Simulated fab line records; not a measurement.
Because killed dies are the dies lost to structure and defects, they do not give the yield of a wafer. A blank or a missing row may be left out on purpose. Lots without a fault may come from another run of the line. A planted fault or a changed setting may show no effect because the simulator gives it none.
fab line records | flow ritCmos | part 1 of 2: steps 1 to 30 of 42
record: lots: 5 | wafers: 15 | lastDay: 6
route steps=202 shown FOX1@22 FOX2@23 NWELL@28 PWELL@39 WELLDRIVE@50 NRETRO@53
lots that met no fault: taken from a fault-free run of the same line
startH: start of the lot's first displayed wafer, in hours after the record's first day | waitH: how many hours have passed since the lot's step before this one | " identical to the entry in the row above | L1.1+2: one row covering several wafers at once | - either no value or no given start | * or withheld: withheld | < > ~ a bound
route shown NAME@n: names a module that has steps shown in the file, with the first one's number in the route | usual: the fault-free wafers' mean and standard deviation | same: alike in all rows | chamber/n: place in a boat | sites: per-site readings | _std_site: how widely they spread, as a standard deviation | _edge_site: mean of outer sites minus mean of inner sites | radiusMm: how far each site lies from the wafer's centre | mask NAME#n: copy n | behind: the last tool/chamber to shape the wafer | hold: cause of the lot's hold/its duration in hours/its outcome | device: the transistor (n, p or np) that didn't switch | end of line: the same wafers' tests at the end of the route | for a step that has no rows: nothing shown but its recipe | killed: dies that structure and defects cost at the first sort, which is not the same as the wafer's yield | map: dies across one wafer; x = killed, . = not, _ = none there
set.NAME: the setting as run; set.NAME@STEP: as run at that earlier step | model.NAME: the simulator's own value behind a step, which no gauge read
lots at selected steps of the route; one table per step, one row per wafer
services: the hour from which a tool's chamber was out of use, counted from the record's first day as startH (under 0 if before that day), plus the number of hours and why
== steps ==
step: RIT_FOX1_WET_ETCH_02
recipe: chemistry: BOE | targetDepthNm: 350 | timeS: 390 | tempC: 21.5 | dry: n2Spin | dilution: 10:1 | target: SiO2
usual: bathHeatDutyPct: 1.7/0.48
lot.wafer | tool        | chamber | startH | waitH | bathHeatDutyPct
L078.1    | wetBench-04 | 3       | 36.96  | 0.1   | 1.7
L078.2    | "           | 3       | "      | "     | 1.9
L078.3    | "           | 3       | "      | "     | 2.0
L084.3    | wetBench-04 | 3       | 68.43  | 0.0   | 1.5
L084.5    | "           | 3       | "      | "     | 1.3
L084.6    | "           | 3       | "      | "     | 2.4
L088.1    | wetBench-04 | 0       | 87.73  | 0.1   | 2.5
L088.4    | "           | 0       | "      | "     | 2.1
L088.5    | "           | 0       | "      | "     | 2.2
L089.2    | wetBench-04 | 1       | 92.00  | 0.0   | 1.4
L089.5    | "           | 1       | "      | "     | 1.6
L089.6    | "           | 1       | "      | "     | 2.5
L091.1    | wetBench-04 | 3       | 102.73 | 0.1   | 2.1
L091.4    | "           | 3       | "      | "     | 2.2
L091.6    | "           | 3       | "      | "     | 2.0
step: RIT_FOX2_OXIDATION_00
recipe: tempC: 1100 | ambient: H2O | targetThkA: 3507 | pH2oTorr: 720 | oxTimeS: 1130
usual: spikeTcLoadC: 1126.9/1.4
lot.wafer | tool       | chamber | startH | waitH | spikeTcLoadC
L078.1    | furnace-04 | 0       | 37.56  | 0.5   | 1129.6
L078.2    | "          | 0       | "      | "     | 1129.5
L078.3    | "          | 0       | "      | "     | 1128.0
L084.3    | furnace-02 | 0       | 68.55  | 0.0   | 1125.0
L084.5    | "          | 0       | "      | "     | 1125.8
L084.6    | "          | 0       | "      | "     | 1126.5
L088.1    | furnace-04 | 0       | 87.85  | 0.0   | 1129.6
L088.4    | "          | 0       | "      | "     | 1128.0
L088.5    | "          | 0       | "      | "     | 1127.5
L089.2    | furnace-01 | 0       | 92.12  | 0.0   | 1126.4
L089.5    | "          | 0       | "      | "     | 1125.7
L089.6    | "          | 0       | "      | "     | 1127.9
L091.1    | furnace-04 | 0       | 102.86 | 0.0   | 1129.1
L091.4    | "          | 0       | "      | "     | 1129.8
L091.6    | "          | 0       | "      | "     | 1128.2
step: RIT_FOX2_THK_MEAS_01
recipe: reads: SiO2_of_FOX2_OXIDATION_00
usual: FOX2_OXIDE_THK: 350/6.6
lot.wafer | tool         | chamber | startH | waitH | FOX2_OXIDE_THK[nm]
L078.1    | filmMetro-03 | -       | 38.87  | 0.0   | 363
L078.2    | "            | -       | "      | "     | 358
L078.3    | "            | -       | "      | "     | 352
L084.3    | filmMetro-04 | -       | 69.89  | 0.0   | 349
L084.5    | "            | -       | "      | "     | 347
L084.6    | "            | -       | "      | "     | 351
L088.1    | filmMetro-03 | -       | 89.16  | 0.0   | 357
L088.4    | "            | -       | "      | "     | 365
L088.5    | "            | -       | "      | "     | 355
L089.2    | filmMetro-01 | -       | 93.44  | 0.0   | 354
L089.5    | "            | -       | "      | "     | 351
L089.6    | "            | -       | "      | "     | 355
L091.1    | filmMetro-01 | -       | 104.17 | 0.0   | 357
L091.4    | "            | -       | "      | "     | 362
L091.6    | "            | -       | "      | "     | 353
step: RIT_FOX2_CLEAN_02
recipe: chemistry: dHF | dilution: 50:1 | timeS: 180
lot.wafer  | tool        | chamber | startH | waitH
L078.1+2+3 | wetBench-02 | 2       | 38.93  | 0.1
L084.3+5+6 | wetBench-04 | 1       | 69.93  | 0.0
L088.1+4+5 | wetBench-03 | 2       | 89.22  | 0.1
L089.2+5+6 | wetBench-04 | 1       | 93.49  | 0.0
L091.1+4+6 | wetBench-04 | 1       | 104.23 | 0.1
step: RIT_FOX2_WET_ETCH_03
recipe: chemistry: H3PO4 | target: Si3N4 | targetDepthNm: 195 | tempC: 165 | timeS: 2700
usual: bathHeatDutyPct: 28/4.2
lot.wafer | tool        | chamber | startH | waitH | bathHeatDutyPct
L078.1    | wetBench-04 | 1       | 38.99  | 0.0   | 26
L078.2    | "           | 1       | "      | "     | 26
L078.3    | "           | 1       | "      | "     | 27
L084.3    | wetBench-02 | 2       | 69.99  | 0.0   | 24
L084.5    | "           | 2       | "      | "     | 24
L084.6    | "           | 2       | "      | "     | 24
L088.1    | wetBench-02 | 3       | 89.28  | 0.0   | 29
L088.4    | "           | 3       | "      | "     | 29
L088.5    | "           | 3       | "      | "     | 28
L089.2    | wetBench-03 | 1       | 93.55  | 0.0   | 31
L089.5    | "           | 1       | "      | "     | 34
L089.6    | "           | 1       | "      | "     | 33
L091.1    | wetBench-03 | 1       | 104.29 | 0.0   | 31
L091.4    | "           | 1       | "      | "     | 32
L091.6    | "           | 1       | "      | "     | 31
step: RIT_FOX2_THK_MEAS_90
recipe: reads: SiO2_of_FOX2_OXIDATION_00
usual: FIELD_OXIDE_LEFT_1_THK: 323/6.6
lot.wafer | tool         | chamber | startH | waitH | FIELD_OXIDE_LEFT_1_THK[nm]
L078.1    | filmMetro-04 | -       | 39.75  | 0.0   | 335
L078.2    | "            | -       | "      | "     | 330
L078.3    | "            | -       | "      | "     | 325
L084.3    | filmMetro-01 | -       | 70.77  | 0.0   | 321
L084.5    | "            | -       | "      | "     | 320
L084.6    | "            | -       | "      | "     | 324
L088.1    | filmMetro-04 | -       | 90.04  | 0.0   | 330
L088.4    | "            | -       | "      | "     | 339
L088.5    | "            | -       | "      | "     | 328
L089.2    | filmMetro-03 | -       | 94.32  | 0.0   | 327
L089.5    | "            | -       | "      | "     | 324
L089.6    | "            | -       | "      | "     | 328
L091.1    | filmMetro-01 | -       | 105.05 | 0.0   | 330
L091.4    | "            | -       | "      | "     | 335
L091.6    | "            | -       | "      | "     | 326
step: RIT_NWELL_HMDS_00
recipe: primeTimeS: 62.11 | primeTempC: 140
usual: primeTempC: 140.00/0.13
lot.wafer | tool          | chamber | startH | waitH | primeTempC
L078.1    | lithoTrack-04 | 0       | 39.81  | 0.1   | 140.07
L078.2    | "             | 0       | "      | "     | 140.02
L078.3    | "             | 0       | "      | "     | 139.98
L084.3    | lithoTrack-03 | 0       | 70.86  | 0.1   | 140.10
L084.5    | "             | 0       | "      | "     | 139.98
L084.6    | "             | 0       | "      | "     | 139.87
L088.1    | lithoTrack-01 | 0       | 90.10  | 0.1   | 140.23
L088.4    | "             | 0       | "      | "     | 139.97
L088.5    | "             | 0       | "      | "     | 140.04
L089.2    | lithoTrack-03 | 0       | 94.40  | 0.1   | 139.96
L089.5    | "             | 0       | "      | "     | 140.13
L089.6    | "             | 0       | "      | "     | 139.94
L091.1    | lithoTrack-03 | 0       | 105.11 | 0.1   | 140.03
L091.4    | "             | 0       | "      | "     | 140.21
L091.6    | "             | 0       | "      | "     | 140.03
step: RIT_NWELL_COAT_01
recipe: resist: NOVOLAK | spinRpm: 2000 | resistThkNm: 1300
usual: dispensePressureKPa: 51.2/2.3
lot.wafer | tool          | chamber | startH | waitH | dispensePressureKPa
L078.1    | lithoTrack-04 | 0       | 39.96  | 0.1   | 49.9
L078.2    | "             | 0       | "      | "     | 49.9
L078.3    | "             | 0       | "      | "     | 49.9
L084.3    | lithoTrack-03 | 0       | 71.01  | 0.1   | 54.5
L084.5    | "             | 0       | "      | "     | 54.4
L084.6    | "             | 0       | "      | "     | 54.5
L088.1    | lithoTrack-01 | 0       | 90.25  | 0.1   | 49.2
L088.4    | "             | 0       | "      | "     | 49.2
L088.5    | "             | 0       | "      | "     | 49.2
L089.2    | lithoTrack-03 | 0       | 94.55  | 0.1   | 54.5
L089.5    | "             | 0       | "      | "     | 54.4
L089.6    | "             | 0       | "      | "     | 54.5
L091.1    | lithoTrack-03 | 0       | 105.26 | 0.1   | 54.5
L091.4    | "             | 0       | "      | "     | 54.5
L091.6    | "             | 0       | "      | "     | 54.5
step: RIT_NWELL_SOFTBAKE_02
recipe: resist: NOVOLAK | tempC: 90 | timeS: 60
lot.wafer  | tool          | chamber | startH | waitH
L078.1+2+3 | lithoTrack-04 | 0       | 40.11  | 0.1
L084.3+5+6 | lithoTrack-03 | 0       | 71.16  | 0.1
L088.1+4+5 | lithoTrack-01 | 0       | 90.40  | 0.1
L089.2+5+6 | lithoTrack-03 | 0       | 94.70  | 0.1
L091.1+4+6 | lithoTrack-03 | 0       | 105.41 | 0.1
step: RIT_NWELL_EXPOSE_03
recipe: maskId: M2 | na: 0.57 | targetCdNm: 43900 | doseMj: 250
lot.wafer  | tool            | chamber | startH | waitH | mask
L078.1+2+3 | ilineStepper-01 | 0       | 40.49  | 0.4   | M2#0
L084.3+5+6 | ilineStepper-01 | 0       | 71.46  | 0.3   | M2#0
L088.1+4+5 | ilineStepper-01 | 0       | 90.67  | 0.2   | M2#0
L089.2+5+6 | ilineStepper-02 | 0       | 94.97  | 0.2   | M2#0
L091.1+4+6 | ilineStepper-02 | 0       | 105.56 | 0.1   | M2#0
step: RIT_NWELL_PEB_04
recipe: resist: NOVOLAK | tempC: withheld | timeS: withheld
lot.wafer  | tool          | chamber | startH | waitH
L078.1+2+3 | lithoTrack-01 | 0       | 40.72  | 0.2
L084.3+5+6 | lithoTrack-01 | 0       | 71.58  | 0.1
L088.1+4+5 | lithoTrack-03 | 0       | 90.79  | 0.1
L089.2+5+6 | lithoTrack-03 | 0       | 95.09  | 0.1
L091.1+4+6 | lithoTrack-01 | 0       | 105.68 | 0.1
step: RIT_NWELL_DEVELOP_05
recipe: resist: NOVOLAK | developTimeS: 68 | devTempC: 23
lot.wafer  | tool          | chamber | startH | waitH
L078.1+2+3 | lithoTrack-01 | 0       | -      | -
L084.3+5+6 | lithoTrack-01 | 0       | -      | -
L088.1+4+5 | lithoTrack-03 | 0       | -      | -
L089.2+5+6 | lithoTrack-03 | 0       | -      | -
L091.1+4+6 | lithoTrack-01 | 0       | -      | -
step: RIT_NWELL_OVL_MEAS_06
usual: NWELL_OVL: 0.0/1.5
lot.wafer | tool       | chamber | startH | waitH | NWELL_OVL[nm]
L078.1    | overlay-02 | -       | 41.05  | -     | -0.8
L078.2    | "          | -       | "      | "     | 0.6
L078.3    | "          | -       | "      | "     | 2.8
L084.3    | overlay-01 | -       | 71.86  | -     | -4.3
L084.5    | "          | -       | "      | "     | -1.2
L084.6    | "          | -       | "      | "     | -1.7
L088.1    | overlay-01 | -       | 91.10  | -     | 1.8
L088.4    | "          | -       | "      | "     | 2.9
L088.5    | "          | -       | "      | "     | 2.2
L089.2    | overlay-01 | -       | 95.38  | -     | 0.6
L089.5    | "          | -       | "      | "     | 1.1
L089.6    | "          | -       | "      | "     | 1.1
L091.1    | overlay-02 | -       | 105.99 | -     | -1.4
L091.4    | "          | -       | "      | "     | -0.8
L091.6    | "          | -       | "      | "     | -1.1
step: RIT_NWELL_HARDBAKE_07
recipe: resist: NOVOLAK | tempC: 140 | timeS: 120
lot.wafer  | tool          | chamber | startH | waitH
L078.1+2+3 | lithoTrack-01 | 0       | 41.08  | 0.0
L084.3+5+6 | lithoTrack-01 | 0       | 71.97  | 0.1
L088.1+4+5 | lithoTrack-01 | 0       | 91.14  | 0.0
L089.2+5+6 | lithoTrack-04 | 0       | 95.50  | 0.1
L091.1+4+6 | lithoTrack-04 | 0       | 106.03 | 0.0
step: RIT_NWELL_IMPLANT_08
recipe: species: P | energyKev: 170 | doseCm2: 5e+13 | tiltDeg: 7
usual: doseIonsCm2: 5e+13/5.8e+10 | endStationPressureTorr: 5.12e-06/2.5e-07
same: implantIonAmu: 31
lot.wafer | tool         | chamber | startH | waitH | doseIonsCm2 | endStationPressureTorr
L078.1    | implanter-04 | 0       | 41.33  | 0.2   | 4.994e+13   | 5.2e-06
L078.2    | "            | 0       | "      | "     | 4.995e+13   | 5.51e-06
L078.3    | "            | 0       | "      | "     | 4.999e+13   | 5.06e-06
L084.3    | implanter-03 | 0       | 72.18  | 0.2   | 5.004e+13   | 4.72e-06
L084.5    | "            | 0       | "      | "     | 5.002e+13   | 5.14e-06
L084.6    | "            | 0       | "      | "     | 4.998e+13   | 5.04e-06
L088.1    | implanter-04 | 0       | 91.39  | 0.2   | 4.996e+13   | 5.19e-06
L088.4    | "            | 0       | "      | "     | 5.005e+13   | 4.84e-06
L088.5    | "            | 0       | "      | "     | 5.006e+13   | 5.57e-06
L089.2    | implanter-01 | 0       | 95.74  | 0.2   | 4.999e+13   | 5.24e-06
L089.5    | "            | 0       | "      | "     | 5.003e+13   | 5.33e-06
L089.6    | "            | 0       | "      | "     | 4.996e+13   | 5.26e-06
L091.1    | implanter-03 | 0       | 106.28 | 0.2   | 5.012e+13   | 4.91e-06
L091.4    | "            | 0       | "      | "     | 5.006e+13   | 4.96e-06
L091.6    | "            | 0       | "      | "     | 5.013e+13   | 5.21e-06
step: RIT_NWELL_STRIP_09
recipe: chemistry: O2 | timeS: 180 | resist: NOVOLAK | platenTempC: withheld | powerW: 500 | pressureMtorr: 4000 | o2FlowSccm: 4000
usual: drypumpMotorCurrentA: 5.6/0.48 | rfReflPowerW: 7.6/1
lot.wafer | tool           | chamber | startH | waitH | drypumpMotorCurrentA | rfHoursCounterH | rfReflPowerW
L078.1    | plasmaAsher-01 | 1       | 41.48  | 0.1   | 5.5                  | 44              | 7.0
L078.2    | "              | 0       | "      | "     | 5.0                  | 44              | 9.9
L078.3    | "              | 0       | "      | "     | 5.0                  | -               | 9.9
L084.3    | plasmaAsher-04 | 0       | 72.34  | 0.1   | 5.2                  | -               | 6.5
L084.5    | "              | 1       | "      | "     | 5.8                  | -               | 7.1
L084.6    | "              | 0       | "      | "     | 5.2                  | -               | 6.7
L088.1    | plasmaAsher-01 | 0       | 91.54  | 0.1   | 5.0                  | 49              | 9.7
L088.4    | "              | 1       | "      | "     | 5.5                  | -               | 7.6
L088.5    | "              | 0       | "      | "     | 5.0                  | -               | 9.7
L089.2    | plasmaAsher-03 | 1       | 95.86  | 0.1   | 5.7                  | 44              | 7.5
L089.5    | "              | 1       | "      | "     | 5.7                  | -               | 7.5
L089.6    | "              | 0       | "      | "     | 6.4                  | -               | 7.7
L091.1    | plasmaAsher-03 | 1       | 106.43 | 0.1   | 5.7                  | 45              | 7.9
L091.4    | "              | 0       | "      | "     | 6.5                  | -               | 7.6
L091.6    | "              | 0       | "      | "     | 6.5                  | -               | 7.6
step: RIT_NWELL_TW_MEAS_10
usual: NWELL_TW: 2146/12
lot.wafer | tool         | chamber | startH | waitH | NWELL_TW
L078.1    | filmMetro-02 | -       | 41.66  | 0.1   | 2153
L078.2    | "            | -       | "      | "     | 2145
L078.3    | "            | -       | "      | "     | 2147
L084.3    | filmMetro-02 | -       | 72.48  | 0.1   | 2152
L084.5    | "            | -       | "      | "     | 2160
L084.6    | "            | -       | "      | "     | 2152
L088.1    | filmMetro-02 | -       | 91.71  | 0.1   | 2158
L088.4    | "            | -       | "      | "     | 2150
L088.5    | "            | -       | "      | "     | 2148
L089.2    | filmMetro-04 | -       | 96.05  | 0.1   | 2154
L089.5    | "            | -       | "      | "     | 2138
L089.6    | "            | -       | "      | "     | 2138
L091.1    | filmMetro-03 | -       | 106.60 | 0.1   | 2135
L091.4    | "            | -       | "      | "     | 2137
L091.6    | "            | -       | "      | "     | 2146
step: RIT_PWELL_HMDS_00
recipe: primeTimeS: 60 | primeTempC: 140
usual: primeTempC: 140.02/0.15
lot.wafer | tool          | chamber | startH | waitH | primeTempC
L078.1    | lithoTrack-02 | 0       | 41.72  | 0.1   | 140.10
L078.2    | "             | 0       | "      | "     | 140.27
L078.3    | "             | 0       | "      | "     | 140.16
L084.3    | lithoTrack-03 | 0       | 72.57  | 0.1   | 139.95
L084.5    | "             | 0       | "      | "     | 139.96
L084.6    | "             | 0       | "      | "     | 140.18
L088.1    | lithoTrack-04 | 0       | 91.77  | 0.1   | 140.20
L088.4    | "             | 0       | "      | "     | 140.14
L088.5    | "             | 0       | "      | "     | 140.06
L089.2    | lithoTrack-02 | 0       | 96.12  | 0.1   | 139.98
L089.5    | "             | 0       | "      | "     | 139.92
L089.6    | "             | 0       | "      | "     | 139.92
L091.1    | lithoTrack-04 | 0       | 106.66 | 0.1   | 140.04
L091.4    | "             | 0       | "      | "     | 140.22
L091.6    | "             | 0       | "      | "     | 139.98
step: RIT_PWELL_COAT_01
recipe: resist: NOVOLAK | spinRpm: 2000 | resistThkNm: 1300
usual: dispensePressureKPa: 51.8/1.9
lot.wafer | tool          | chamber | startH | waitH | dispensePressureKPa
L078.1    | lithoTrack-02 | 0       | 41.87  | 0.1   | 50.9
L078.2    | "             | 0       | "      | "     | 50.9
L078.3    | "             | 0       | "      | "     | 50.9
L084.3    | lithoTrack-03 | 0       | 72.72  | 0.1   | 54.5
L084.5    | "             | 0       | "      | "     | 54.5
L084.6    | "             | 0       | "      | "     | 54.5
L088.1    | lithoTrack-04 | 0       | 91.92  | 0.1   | 49.9
L088.4    | "             | 0       | "      | "     | 50.0
L088.5    | "             | 0       | "      | "     | 49.9
L089.2    | lithoTrack-02 | 0       | 96.27  | 0.1   | 50.8
L089.5    | "             | 0       | "      | "     | 50.8
L089.6    | "             | 0       | "      | "     | 50.8
L091.1    | lithoTrack-04 | 0       | 106.81 | 0.1   | 50.0
L091.4    | "             | 0       | "      | "     | 49.9
L091.6    | "             | 0       | "      | "     | 50.0
step: RIT_PWELL_SOFTBAKE_02
recipe: resist: NOVOLAK | tempC: 90 | timeS: 61.31
usual: plateSensorTCentreC: 90.971/0.0099 | plateSensorTEdgeC: 91.021/0.01
lot.wafer | tool          | chamber | startH | waitH | plateSensorTCentreC | plateSensorTEdgeC
L078.1    | lithoTrack-02 | 0       | 42.02  | 0.1   | 90.974              | 91.004
L078.2    | "             | 0       | "      | "     | 90.975              | 91.031
L078.3    | "             | 0       | "      | "     | 90.980              | 91.042
L084.3    | lithoTrack-03 | 0       | 72.87  | 0.1   | 90.970              | 91.016
L084.5    | "             | 0       | "      | "     | 90.951              | 91.005
L084.6    | "             | 0       | "      | "     | 90.968              | 91.017
L088.1    | lithoTrack-04 | 0       | 92.07  | 0.1   | 90.960              | 91.036
L088.4    | "             | 0       | "      | "     | 90.962              | 90.999
L088.5    | "             | 0       | "      | "     | 90.972              | 91.016
L089.2    | lithoTrack-02 | 0       | 96.42  | 0.1   | 90.962              | 91.029
L089.5    | "             | 0       | "      | "     | 90.974              | 91.022
L089.6    | "             | 0       | "      | "     | 90.976              | 91.018
L091.1    | lithoTrack-04 | 0       | 106.96 | 0.1   | 90.972              | 91.011
L091.4    | "             | 0       | "      | "     | 90.971              | 91.025
L091.6    | "             | 0       | "      | "     | 90.979              | 91.043
step: RIT_PWELL_EXPOSE_03
recipe: maskId: M3 | na: 0.57 | targetCdNm: 43700 | doseMj: 250
lot.wafer  | tool            | chamber | startH | waitH | mask
L078.1+2+3 | ilineStepper-02 | 0       | 42.29  | 0.2   | M3#0
L084.3+5+6 | ilineStepper-01 | 0       | 73.13  | 0.2   | M3#0
L088.1+4+5 | ilineStepper-02 | 0       | 92.22  | 0.1   | M3#0
L089.2+5+6 | ilineStepper-01 | 0       | 96.69  | 0.2   | M3#0
L091.1+4+6 | ilineStepper-01 | 0       | 107.30 | 0.3   | M3#0
step: RIT_PWELL_PEB_04
recipe: resist: NOVOLAK | tempC: withheld | timeS: withheld
lot.wafer  | tool          | chamber | startH | waitH
L078.1+2+3 | lithoTrack-03 | 0       | 42.41  | 0.1
L084.3+5+6 | lithoTrack-02 | 0       | 73.26  | 0.1
L088.1+4+5 | lithoTrack-04 | 0       | 92.34  | 0.1
L089.2+5+6 | lithoTrack-03 | 0       | 96.81  | 0.1
L091.1+4+6 | lithoTrack-02 | 0       | 107.42 | 0.1
step: RIT_PWELL_DEVELOP_05
recipe: resist: NOVOLAK | developTimeS: 68 | devTempC: 23
lot.wafer  | tool          | chamber | startH | waitH
L078.1+2+3 | lithoTrack-03 | 0       | -      | -
L084.3+5+6 | lithoTrack-02 | 0       | -      | -
L088.1+4+5 | lithoTrack-04 | 0       | -      | -
L089.2+5+6 | lithoTrack-03 | 0       | -      | -
L091.1+4+6 | lithoTrack-02 | 0       | -      | -
step: RIT_PWELL_OVL_MEAS_06
usual: PWELL_OVL: 0.5/1.4
lot.wafer | tool       | chamber | startH | waitH | PWELL_OVL[nm]
L078.1    | overlay-02 | -       | 42.72  | -     | 5.3
L078.2    | "          | -       | "      | "     | 0.7
L078.3    | "          | -       | "      | "     | 1.0
L084.3    | overlay-02 | -       | 73.53  | -     | 0.8
L084.5    | "          | -       | "      | "     | 1.0
L084.6    | "          | -       | "      | "     | 1.2
L088.1    | overlay-02 | -       | 92.65  | -     | 0.7
L088.4    | "          | -       | "      | "     | -1.2
L088.5    | "          | -       | "      | "     | 0.5
L089.2    | overlay-01 | -       | 97.11  | -     | 0.9
L089.5    | "          | -       | "      | "     | 0.3
L089.6    | "          | -       | "      | "     | 1.8
L091.1    | overlay-02 | -       | 107.73 | -     | 0.3
L091.4    | "          | -       | "      | "     | 1.6
L091.6    | "          | -       | "      | "     | 2.6
step: RIT_PWELL_HARDBAKE_07
recipe: resist: NOVOLAK | tempC: 140 | timeS: 120
lot.wafer  | tool          | chamber | startH | waitH
L078.1+2+3 | lithoTrack-03 | 0       | 42.76  | 0.0
L084.3+5+6 | lithoTrack-03 | 0       | 73.64  | 0.1
L088.1+4+5 | lithoTrack-04 | 0       | 92.69  | 0.0
L089.2+5+6 | lithoTrack-03 | 0       | 97.18  | 0.1
L091.1+4+6 | lithoTrack-02 | 0       | 107.88 | 0.1
step: RIT_PWELL_IMPLANT_08
recipe: species: B | energyKev: 170 | doseCm2: 7e+13 | tiltDeg: 7
usual: doseIonsCm2: 7e+13/7.4e+10 | endStationPressureTorr: 5.18e-06/2.8e-07
same: implantIonAmu: 11
lot.wafer | tool         | chamber | startH | waitH | doseIonsCm2 | endStationPressureTorr
L078.1    | implanter-01 | 0       | 43.01  | 0.2   | 6.998e+13   | 4.74e-06
L078.2    | "            | 0       | "      | "     | 7.01e+13    | 5.18e-06
L078.3    | "            | 0       | "      | "     | 6.989e+13   | 4.99e-06
L084.3    | implanter-02 | 0       | 73.86  | 0.2   | 7.002e+13   | 5.5e-06
L084.5    | "            | 0       | "      | "     | 7.009e+13   | 4.95e-06
L084.6    | "            | 0       | "      | "     | 7.011e+13   | 4.93e-06
L088.1    | implanter-01 | 0       | 92.94  | 0.2   | 6.995e+13   | 5.35e-06
L088.4    | "            | 0       | "      | "     | 6.993e+13   | 5.27e-06
L088.5    | "            | 0       | "      | "     | 7.015e+13   | 5.08e-06
L089.2    | implanter-01 | 0       | 97.41  | 0.2   | 7.005e+13   | 5.31e-06
L089.5    | "            | 0       | "      | "     | 7e+13       | 5.19e-06
L089.6    | "            | 0       | "      | "     | 6.999e+13   | 5.36e-06
L091.1    | implanter-04 | 0       | 108.13 | 0.2   | 7.004e+13   | 5.27e-06
L091.4    | "            | 0       | "      | "     | 6.995e+13   | 4.97e-06
L091.6    | "            | 0       | "      | "     | 7.001e+13   | 4.85e-06
step: RIT_PWELL_STRIP_09
recipe: chemistry: O2 | timeS: 180 | resist: NOVOLAK | platenTempC: withheld | powerW: 500 | pressureMtorr: 4000 | o2FlowSccm: 4000
usual: drypumpMotorCurrentA: 5.5/0.41 | rfReflPowerW: 7.7/1.2
lot.wafer | tool           | chamber | startH | waitH | drypumpMotorCurrentA | rfHoursCounterH | rfReflPowerW
L078.1    | plasmaAsher-04 | 1       | 43.16  | 0.1   | 5.9                  | 23              | 6.6
L078.2    | "              | 0       | "      | "     | 5.2                  | 23              | 6.6
L078.3    | "              | 0       | "      | "     | 5.2                  | -               | 6.7
L084.3    | plasmaAsher-02 | 1       | 74.02  | 0.1   | 6.0                  | -               | 7.9
L084.5    | "              | 0       | "      | "     | 6.2                  | -               | 6.7
L084.6    | "              | 1       | "      | "     | 6.0                  | -               | 8.1
L088.1    | plasmaAsher-01 | 1       | 93.09  | 0.1   | 5.5                  | 49              | 7.2
L088.4    | "              | 1       | "      | "     | 5.5                  | -               | 7.4
L088.5    | "              | 0       | "      | "     | 5.0                  | -               | 9.9
L089.2    | plasmaAsher-01 | 1       | 97.54  | 0.1   | 5.5                  | 50              | 7.6
L089.5    | "              | 1       | "      | "     | 5.5                  | -               | 7.6
L089.6    | "              | 0       | "      | "     | 5.0                  | -               | 10.2
L091.1    | plasmaAsher-02 | 1       | 108.28 | 0.1   | 6.0                  | 47              | 7.7
L091.4    | "              | 1       | "      | "     | 6.0                  | -               | 7.8
L091.6    | "              | 1       | "      | "     | 6.0                  | -               | 8.1
step: RIT_PWELL_TW_MEAS_10
usual: PWELL_TW: 952/6.2
lot.wafer | tool         | chamber | startH | waitH | PWELL_TW
L078.1    | filmMetro-04 | -       | 43.33  | 0.1   | 940
L078.2    | "            | -       | "      | "     | 947
L078.3    | "            | -       | "      | "     | 946
L084.3    | filmMetro-04 | -       | 74.15  | 0.1   | 943
L084.5    | "            | -       | "      | "     | 948
L084.6    | "            | -       | "      | "     | 947
L088.1    | filmMetro-04 | -       | 93.26  | 0.1   | 940
L088.4    | "            | -       | "      | "     | 944
L088.5    | "            | -       | "      | "     | 948
L089.2    | filmMetro-03 | -       | 97.72  | 0.1   | 951
L089.5    | "            | -       | "      | "     | 952
L089.6    | "            | -       | "      | "     | 951
L091.1    | filmMetro-02 | -       | 108.46 | 0.1   | 958
L091.4    | "            | -       | "      | "     | 959
L091.6    | "            | -       | "      | "     | 957
step: RIT_WELLDRIVE_ANNEAL_00
recipe: tempC: 1100 | timeS: 14700 | ambient: N2
usual: spikeTcLoadC: 1123/4.1
lot.wafer | tool       | chamber | startH | waitH | spikeTcLoadC
L078.1    | furnace-04 | 0       | 43.39  | 0.1   | 1126
L078.2    | "          | 0       | "      | "     | 1128
L078.3    | "          | 0       | "      | "     | 1128
L084.3    | furnace-03 | 0       | 74.19  | 0.0   | 1119
L084.5    | "          | 0       | "      | "     | 1119
L084.6    | "          | 0       | "      | "     | 1119
L088.1    | furnace-03 | 0       | 93.40  | 0.1   | 1119
L088.4    | "          | 0       | "      | "     | 1120
L088.5    | "          | 0       | "      | "     | 1120
L089.2    | furnace-02 | 0       | 98.32  | 0.6   | 1126
L089.5    | "          | 0       | "      | "     | 1125
L089.6    | "          | 0       | "      | "     | 1125
L091.1    | furnace-04 | 0       | 108.52 | 0.1   | 1127
L091.4    | "          | 0       | "      | "     | 1128
L091.6    | "          | 0       | "      | "     | 1129
step: RIT_WELLDRIVE_RS_MEAS_01
recipe: thkMeasGauge: four-point-probe
usual: NWELL_RS: 275.7/0.67
lot.wafer | tool         | chamber | startH | waitH | NWELL_RS[ohm/sq]
L078.1    | filmMetro-02 | -       | 48.48  | 0.0   | 275.2
L078.2    | "            | -       | "      | "     | 276.3
L078.3    | "            | -       | "      | "     | 275.9
L084.3    | filmMetro-02 | -       | 79.32  | 0.0   | 276.2
L084.5    | "            | -       | "      | "     | 275.6
L084.6    | "            | -       | "      | "     | 276.5
L088.1    | filmMetro-04 | -       | 98.48  | 0.0   | 274.9
L088.4    | "            | -       | "      | "     | 276.3
L088.5    | "            | -       | "      | "     | 276.0
L089.2    | filmMetro-02 | -       | 103.43 | 0.0   | 276.2
L089.5    | "            | -       | "      | "     | 275.8
L089.6    | "            | -       | "      | "     | 275.5
L091.1    | filmMetro-03 | -       | 113.60 | 0.0   | 275.2
L091.4    | "            | -       | "      | "     | 275.6
L091.6    | "            | -       | "      | "     | 276.2
